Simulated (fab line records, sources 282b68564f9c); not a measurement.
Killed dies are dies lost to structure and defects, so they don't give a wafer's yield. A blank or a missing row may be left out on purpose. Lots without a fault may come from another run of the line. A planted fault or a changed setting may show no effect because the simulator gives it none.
fab line records | flow rit_cmos
record lots=14 wafers=41 last_day=7
route steps=202 shown PLDD@122 M1@202
lots that met no fault: from a run of the same line without faults
start_h: hours from the record's first day to the start of the lot's first wafer shown | wait_h: hours since the lot's step before | " the same as in the row above | L1.1+2: a row that stands for several wafers | - no value, or no start given | * or withheld: withheld | < > ~ a bound
route shown NAME@n: a module of which the file shows steps, and the number in the route of the first | usual: mean/standard deviation of fault-free wafers | same: alike in all rows | chamber/n: place in a boat | sites: the reading at each site | _std_site: their standard deviation | _edge_site: outer sites' mean less inner sites' | radius_mm: how far each site lies from the wafer's centre | mask NAME#n: copy n | behind: the tool/chamber that last shaped the wafer | hold: why the lot was held/for how many hours/how that ended | device: the transistor (n, p or np) that didn't switch | end of line: the same wafers' tests at the end of the route | a step without rows: its recipe alone | killed: dies lost to structure and defects at the first sort, not the wafer's yield | map: a wafer's dies, x killed, . not, _ none there
set.NAME: the setting as run; set.NAME@STEP: as run at that earlier step | model.NAME: the simulator's own value behind a step, which no gauge read
steps of the route over a sample of lots; a table a step, a row a wafer
services: from which hour (start_h, from the record's first day; less than 0 if before it) a tool's chamber was out of use, for how many hours, and why
## steps
# step RIT_PLDD_IMPLANT_08
# recipe species=BF2 energy_kev=20 dose_cm2=9e+14 tilt_deg=7
# columns lot.wafer tool chamber start_h wait_h
L383.1+4+5 implanter-04 0 46.12 0.1
L384.2+4+6 implanter-02 0 54.19 0.1
L385.2+3+5 implanter-02 0 59.51 0.1
L386.1+3+4 implanter-04 0 66.23 0.1
L387.2+4 implanter-03 0 70.08 0.1
L387.2+4 implanter-03 0 70.40 0.3
L389.2+4+5 implanter-04 0 78.85 0.1
L389.2+4+5 implanter-04 0 79.17 0.3
L391.1+3+5 implanter-03 0 92.21 0.1
L398.1+5+6 implanter-02 0 122.83 0.1
L399.1+2+4 implanter-03 0 125.44 0.1
L400.2+3+6 implanter-03 0 133.44 0.1
L402.1+2+5 implanter-03 0 143.55 0.1
L403.1+2+5 implanter-03 0 146.03 0.1
L404.1+3+4 implanter-02 0 153.27 0.1
L406.2+5+6 implanter-04 0 160.64 0.1
# step RIT_PLDD_TW_MEAS_10
# usual PLDD_TW=2340/9.9
# columns lot.wafer tool chamber start_h wait_h PLDD_TW
L383.1 film_metro-03 - 46.45 0.1 2347
L383.4 " - " " 2348
L383.5 " - " " 2352
L384.2 film_metro-04 - 54.50 0.1 2333
L384.4 " - " " 2346
L384.6 " - " " 2334
L385.2 film_metro-04 - 59.82 0.1 2336
L385.3 " - " " 2349
L385.5 " - " " 2339
L386.1 film_metro-04 - 66.55 0.1 2331
L386.3 " - " " 2347
L386.4 " - " " 2329
L387.2 film_metro-03 - 70.98 0.1 2730
L387.4 " - " " 2732
L387.2 film_metro-03 - 71.20 0.2 2729
L387.4 " - " " 2722
L389.2 film_metro-03 - 79.48 0.1 2736
L389.4 " - " " 2731
L389.5 " - " " 2727
L389.2 film_metro-03 - 79.70 0.2 2733
L389.4 " - " " 2736
L389.5 " - " " 2740
L391.1 film_metro-03 - 92.53 0.1 2333
L391.3 " - " " 2328
L391.5 " - " " 2347
L398.1 film_metro-04 - 123.16 0.1 2363
L398.5 " - " " 2362
L398.6 " - " " 2351
L399.1 film_metro-02 - 125.77 0.1 2347
L399.2 " - " " 2349
L399.4 " - " " 2347
L400.2 film_metro-02 - 133.75 0.1 2352
L400.3 " - " " 2343
L400.6 " - " " 2352
L402.1 film_metro-02 - 143.87 0.1 2343
L402.2 " - " " 2330
L402.5 " - " " 2350
L403.1 film_metro-02 - 146.35 0.1 2330
L403.2 " - " " 2321
L403.5 " - " " 2323
L404.1 film_metro-03 - 153.59 0.1 2340
L404.3 " - " " 2348
L404.4 " - " " 2330
L406.2 film_metro-04 - 160.95 0.1 2348
L406.5 " - " " 2338
L406.6 " - " " 2344
# step RIT_SDANNEAL_RS_MEAS_06
# recipe thk_meas_gauge=four-point-probe
# usual PLDD_RS=178.4/0.47
# columns lot.wafer tool chamber start_h wait_h PLDD_RS[ohm/sq]
L383.1 film_metro-04 - 52.64 0.1 178.0
L383.4 " - " " 178.3
L383.5 " - " " 178.3
L384.2 film_metro-04 - 60.91 0.1 178.2
L384.4 " - " " 177.7
L384.6 " - " " 178.3
L385.2 film_metro-02 - 66.20 0.1 177.8
L385.3 " - " " 178.4
L385.5 " - " " 178.2
L386.1 film_metro-04 - 72.80 0.1 178.5
L386.3 " - " " 178.3
L386.4 " - " " 178.1
L387.2 film_metro-03 - 86.02 0.1 152.1
L387.4 " - " " 151.6
L387.2 film_metro-03 - 86.30 0.3 151.8
L387.4 " - " " 151.9
L389.2 film_metro-02 - 88.56 0.1 151.5
L389.4 " - " " 151.0
L389.5 " - " " 151.1
L389.2 film_metro-02 - 88.85 0.3 151.6
L389.4 " - " " 151.0
L389.5 " - " " 151.4
L391.1 film_metro-04 - 98.88 0.1 178.5
L391.3 " - " " 178.5
L391.5 " - " " 178.5
L398.1 film_metro-02 - 130.34 0.1 177.7
L398.5 " - " " 177.9
L398.6 " - " " 178.8
L399.1 film_metro-03 - 132.25 0.1 179.2
L399.2 " - " " 179.4
L399.4 " - " " 179.4
L400.2 film_metro-03 - 139.85 0.1 179.2
L400.3 " - " " 178.8
L400.6 " - " " 179.0
L402.1 film_metro-03 - 150.23 0.1 178.9
L402.2 " - " " 179.1
L402.5 " - " " 179.1
L403.1 film_metro-02 - 152.69 0.1 177.8
L403.2 " - " " 178.3
L403.5 " - " " 177.6
L404.1 film_metro-04 - 159.84 0.1 178.6
L404.3 " - " " 178.6
L404.4 " - " " 178.9
L406.2 film_metro-02 - 167.18 0.1 178.5
L406.5 " - " " 178.5
L406.6 " - " " 178.2
# step RIT_M1_PROBE_99
# usual defect_limited_yield=97.4/1 killed_at_contacts=0.1/0.3 killed_at_front_end=6.7/2.6 killed_dies=6.8/2.6 killed_on_rim=1.9/1.3 killed_open=3.3/1.7 killed_short=3.4/2 sort_bin_3_pad_short=0.1/0.24 sort_bin_5_function=1.5/0.77 sort_bin_6_memory=1.0/0.61 sort_n_pass=257.2/2.6 sort_yield_pct=97.4/1
# same gross_dies=264 killed_at_M0_to_M3=0 killed_at_M4_up=0 killed_at_back_side=0 killed_at_other=0
# columns lot.wafer tool chamber start_h wait_h defect_limited_yield[%] killed_at_contacts killed_at_front_end killed_dies killed_on_rim killed_open killed_short sort_bin_3_pad_short[%] sort_bin_5_function[%] sort_bin_6_memory[%] sort_n_pass sort_yield_pct[%]
L383.1 prober-01 - 59.90 0.1 95.8 0 11 11 1 5 6 1.1 2.7 0.4 253.0 95.8
L383.4 prober-01 - 60.05 0.2 97.7 1 5 6 2 2 2 0 1.5 0.8 258.0 97.7
L383.5 prober-01 - 60.10 0.2 96.6 1 8 9 1 5 3 0.4 2.7 0.4 255.0 96.6
L384.2 prober-02 - 68.10 0.1 98.5 0 4 4 0 1 3 0 0.8 0.8 260.0 98.5
L384.4 prober-02 - 68.20 0.2 95.5 0 12 12 2 6 6 0.4 1.5 2.7 252.0 95.5
L384.6 prober-02 - 68.30 0.2 98.1 0 5 5 2 2 3 0 1.5 0.4 259.0 98.1
L385.2 prober-01 - 73.37 0.1 95.5 1 11 12 2 7 5 0.4 2.3 1.9 252.0 95.5
L385.3 prober-01 - 73.42 0.2 95.8 0 11 11 5 5 6 0 2.7 1.5 253.0 95.8
L385.5 prober-01 - 73.52 0.2 96.6 0 9 9 2 3 6 0.4 1.9 1.1 255.0 96.6
L386.1 prober-02 - 79.91 0.1 98.9 0 3 3 0 3 0 0 0.4 0.8 261.0 98.9
L386.3 prober-02 - 80.01 0.2 97.7 0 6 6 1 2 4 0.4 0.4 1.5 258.0 97.7
L386.4 prober-02 - 80.06 0.2 97.0 0 8 8 0 6 2 0 2.3 0.8 256.0 97.0
L391.1 prober-02 - 106.54 0.1 97.7 0 6 6 4 3 2 0 1.5 0.8 258.0 97.7
L391.3 prober-02 - 106.64 0.2 98.1 0 5 5 1 2 1 0 1.1 0.8 259.0 98.1
L391.5 prober-02 - 106.74 0.2 97.0 0 8 8 3 3 5 0.4 1.9 0.8 256.0 97.0
L398.1 prober-01 - 137.47 0.1 98.1 0 5 5 1 5 0 0 0.8 1.1 259.0 98.1
L398.5 prober-01 - 137.67 0.2 97.0 0 8 8 3 6 2 0.4 1.9 0.8 256.0 97.0
L398.6 prober-01 - 137.72 0.2 98.1 0 5 5 1 2 3 0 1.5 0.4 259.0 98.1
L399.1 prober-01 - 139.63 0.1 97.3 1 6 7 1 6 1 0 2.3 0.4 257.0 97.3
L399.2 prober-01 - 139.68 0.1 98.5 0 4 4 0 3 1 0 0.8 0.8 260.0 98.5
L399.4 prober-01 - 139.78 0.2 97.3 0 7 7 2 2 5 0 0.4 2.3 257.0 97.3
L400.2 prober-02 - 147.13 0.1 96.2 0 10 10 3 5 5 0.4 1.9 1.5 254.0 96.2
L400.3 prober-02 - 147.18 0.2 98.1 0 5 5 1 2 3 0 1.1 0.8 259.0 98.1
L400.6 prober-02 - 147.33 0.2 98.1 0 5 5 0 3 2 0 0.4 1.5 259.0 98.1
L402.1 prober-02 - 157.47 0.1 96.2 0 10 10 5 4 6 0 2.3 1.5 254.0 96.2
L402.2 prober-02 - 157.52 0.1 98.5 0 4 4 2 3 1 0 0.8 0.8 260.0 98.5
L402.5 prober-02 - 157.67 0.2 98.1 0 5 5 2 5 0 0 1.5 0.4 259.0 98.1
L403.1 prober-01 - 160.04 0.1 98.9 0 3 3 1 2 1 0.4 0.4 0.4 261.0 98.9
L403.2 prober-01 - 160.09 0.1 97.3 0 7 7 0 3 4 0 1.1 1.5 257.0 97.3
L403.5 prober-01 - 160.24 0.2 97.3 0 7 7 5 2 5 0 1.1 1.5 257.0 97.3
L404.1 prober-02 - 167.03 0.1 97.3 0 7 7 2 4 3 0.4 0.8 1.5 257.0 97.3
L404.3 prober-02 - 167.13 0.2 96.6 0 9 9 5 5 4 0 2.7 0.8 255.0 96.6
L404.4 prober-02 - 167.18 0.2 95.8 0 11 11 5 6 5 0 2.3 1.9 253.0 95.8
L406.2 prober-02 - 174.39 0.1 97.7 0 6 6 2 1 5 0 1.1 1.1 258.0 97.7
L406.5 prober-02 - 174.54 0.2 98.9 0 3 3 1 1 2 0.4 0.4 0.4 261.0 98.9
L406.6 prober-02 - 174.59 0.2 97.7 1 5 6 0 4 2 0 1.1 1.1 258.0 97.7
# killed by level:class
L383.1 SPACER:geometric_particle:short=3 FOX1:geometric_particle:open=2 GATE:geometric_particle:short=2 FOX2:geometric_particle:open=1 GATE:geometric_particle:open=1 REOX:geometric_particle:open=1 SILICIDE:geometric_particle:short=1
L383.4 GATE:geometric_particle:open=2 FOX1:geometric_particle:short=1 SPACER:geometric_particle:short=1 NWELL:coat_microbubble_printed=1 CONTACT:coat_microbubble_printed=1
L383.5 REOX:geometric_particle:open=2 FOX1:geometric_particle:short=1 FOX1:geometric_particle:open=1 GATE:geometric_particle:open=1 GATE:geometric_particle:short=1 SPACER:geometric_particle:open=1 SPACER:geometric_particle:short=1 CONTACT:coat_microbubble_printed=1
L384.2 GATE:geometric_particle:short=2 FOX1:geometric_particle:short=1 GATE:geometric_particle:open=1
L384.4 GATE:geometric_particle:short=5 GATE:geometric_particle:open=3 REOX:geometric_particle:open=2 FOX1:geometric_particle:open=1 REOX:geometric_particle:short=1
L384.6 GATE:geometric_particle:open=2 FOX1:geometric_particle:short=1 GATE:geometric_particle:short=1 REOX:geometric_particle:short=1
L385.2 GATE:geometric_particle:short=2 GATE:geometric_particle:open=2 SILICIDE:geometric_particle:open=2 FOX1:geometric_particle:short=1 FOX2:geometric_particle:short=1 REOX:geometric_particle:open=1 SPACER:geometric_particle:open=1 SILICIDE:geometric_particle:short=1
L385.3 FOX1:geometric_particle:short=2 GATE:geometric_particle:open=2 GATE:geometric_particle:short=2 SPACER:geometric_particle:open=2 FOX1:geometric_particle:open=1 FOX2:geometric_particle:short=1 SPACER:geometric_particle:short=1
L385.5 GATE:geometric_particle:open=2 GATE:geometric_particle:short=2 FOX1:geometric_particle:short=1 REOX:geometric_particle:short=1 REOX:geometric_particle:open=1 SPACER:geometric_particle:short=1 SILICIDE:geometric_particle:short=1
L386.1 FOX1:geometric_particle:open=1 FOX2:geometric_particle:open=1 GATE:geometric_particle:open=1
L386.3 REOX:geometric_particle:short=2 GATE:geometric_particle:open=1 SPACER:geometric_particle:short=1 SILICIDE:geometric_particle:open=1 SILICIDE:geometric_particle:short=1
L386.4 FOX1:geometric_particle:open=3 GATE:geometric_particle:open=2 FOX1:geometric_particle:short=1 FOX2:geometric_particle:short=1 SPACER:geometric_particle:open=1
L391.1 FOX1:geometric_particle:open=2 REOX:geometric_particle:short=2 GATE:geometric_particle:open=1 PWELL:coat_microbubble_printed=1
L391.3 PWELL:coat_microbubble_printed=2 FOX1:geometric_particle:open=1 FOX1:geometric_particle:short=1 REOX:geometric_particle:open=1
L391.5 GATE:geometric_particle:short=2 REOX:geometric_particle:open=2 FOX1:geometric_particle:short=1 GATE:geometric_particle:open=1 REOX:geometric_particle:short=1 SPACER:geometric_particle:short=1
L398.1 REOX:geometric_particle:open=3 SPACER:geometric_particle:open=1 SILICIDE:geometric_particle:open=1
L398.5 FOX2:geometric_particle:open=2 GATE:geometric_particle:open=2 SPACER:geometric_particle:open=2 GATE:geometric_particle:short=1 REOX:geometric_particle:short=1
L398.6 REOX:geometric_particle:short=2 GATE:geometric_particle:short=1 SPACER:geometric_particle:open=1 SILICIDE:geometric_particle:open=1
L399.1 GATE:geometric_particle:open=2 SPACER:geometric_particle:open=2 FOX1:geometric_particle:open=1 REOX:geometric_particle:short=1 CONTACT:geometric_particle:open=1
L399.2 FOX2:geometric_particle:short=1 FOX2:geometric_particle:open=1 GATE:geometric_particle:open=1 REOX:geometric_particle:open=1
L399.4 GATE:geometric_particle:short=2 REOX:geometric_particle:short=2 FOX1:geometric_particle:open=1 FOX2:geometric_particle:short=1 GATE:geometric_particle:open=1
L400.2 GATE:geometric_particle:open=3 REOX:geometric_particle:short=2 SPACER:geometric_particle:short=2 FOX2:geometric_particle:open=1 GATE:geometric_particle:short=1 SILICIDE:geometric_particle:open=1
L400.3 GATE:geometric_particle:short=2 GATE:geometric_particle:open=1 REOX:geometric_particle:open=1 SPACER:geometric_particle:short=1
L400.6 GATE:geometric_particle:open=2 FOX2:geometric_particle:open=1 GATE:geometric_particle:short=1 SILICIDE:geometric_particle:short=1
L402.1 GATE:geometric_particle:open=2 GATE:geometric_particle:short=2 SILICIDE:geometric_particle:short=2 FOX2:geometric_particle:short=1 REOX:geometric_particle:short=1 SPACER:geometric_particle:open=1 SILICIDE:geometric_particle:open=1
L402.2 FOX2:geometric_particle:open=1 GATE:geometric_particle:open=1 GATE:geometric_particle:short=1 SILICIDE:geometric_particle:open=1
L402.5 GATE:geometric_particle:open=2 SPACER:geometric_particle:open=2 FOX1:geometric_particle:open=1
L403.1 GATE:geometric_particle:open=2 GATE:geometric_particle:short=1
L403.2 SPACER:geometric_particle:short=2 FOX1:geometric_particle:short=1 GATE:geometric_particle:short=1 REOX:geometric_particle:open=1 SPACER:geometric_particle:open=1 SILICIDE:geometric_particle:open=1
L403.5 FOX1:geometric_particle:short=2 GATE:geometric_particle:short=2 GATE:geometric_particle:open=1 SPACER:geometric_particle:short=1 SPACER:geometric_particle:open=1
L404.1 GATE:geometric_particle:short=2 FOX1:geometric_particle:open=1 GATE:geometric_particle:open=1 REOX:geometric_particle:open=1 SPACER:geometric_particle:open=1 SPACER:geometric_particle:short=1
L404.3 FOX1:geometric_particle:open=2 FOX1:geometric_particle:short=1 GATE:geometric_particle:open=1 GATE:geometric_particle:short=1 REOX:geometric_particle:short=1 REOX:geometric_particle:open=1 SPACER:geometric_particle:short=1 SILICIDE:geometric_particle:open=1
L404.4 REOX:geometric_particle:short=2 GATE:geometric_particle:short=2 REOX:geometric_particle:open=2 SILICIDE:geometric_particle:open=2 GATE:geometric_particle:open=1 SPACER:geometric_particle:open=1 SILICIDE:geometric_particle:short=1
L406.2 REOX:geometric_particle:short=3 SILICIDE:geometric_particle:short=2 FOX1:geometric_particle:open=1
L406.5 FOX1:geometric_particle:short=1 REOX:geometric_particle:short=1 REOX:geometric_particle:open=1
L406.6 FOX1:geometric_particle:short=1 FOX1:geometric_particle:open=1 GATE:geometric_particle:short=1 REOX:geometric_particle:open=1 SILICIDE:geometric_particle:open=1 CONTACT:geometric_particle:open=1
## services
# columns tool chamber start_h hours kind
implanter-03 - 46.71 5.2 repair
implanter-02 - 66.62 12.5 repair
implanter-04 - 90.52 2.5 repair
implanter-04 - 102.93 3.4 repair
implanter-02 - 123.74 29.2 repair
## key
first_sign step=RIT_PLDD_IMPLANT_08 reading=visit direction=added
effect step=RIT_PLDD_TW_MEAS_10 reading=visit direction=added
effect step=RIT_PLDD_TW_MEAS_10 reading=PLDD_TW direction=up sigmas=40 usual=2340 struck=2731
effect step=RIT_SDANNEAL_RS_MEAS_06 reading=PLDD_RS direction=down sigmas=57 usual=178.4 struck=151.5
met_at RIT_PLDD_IMPLANT_08
struck_lots L387,L389
scrapped_behind RIT_SDANNEAL_RS_MEAS_06 L387.2,L387.4,L389.2,L389.4,L389.5
fault kind=repeated_step_whole tool=implanter-02,implanter-03,implanter-04 chamber=- onset_h=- steps=RIT_PLDD_IMPLANT_08 times=1 scope=struck_lots_only
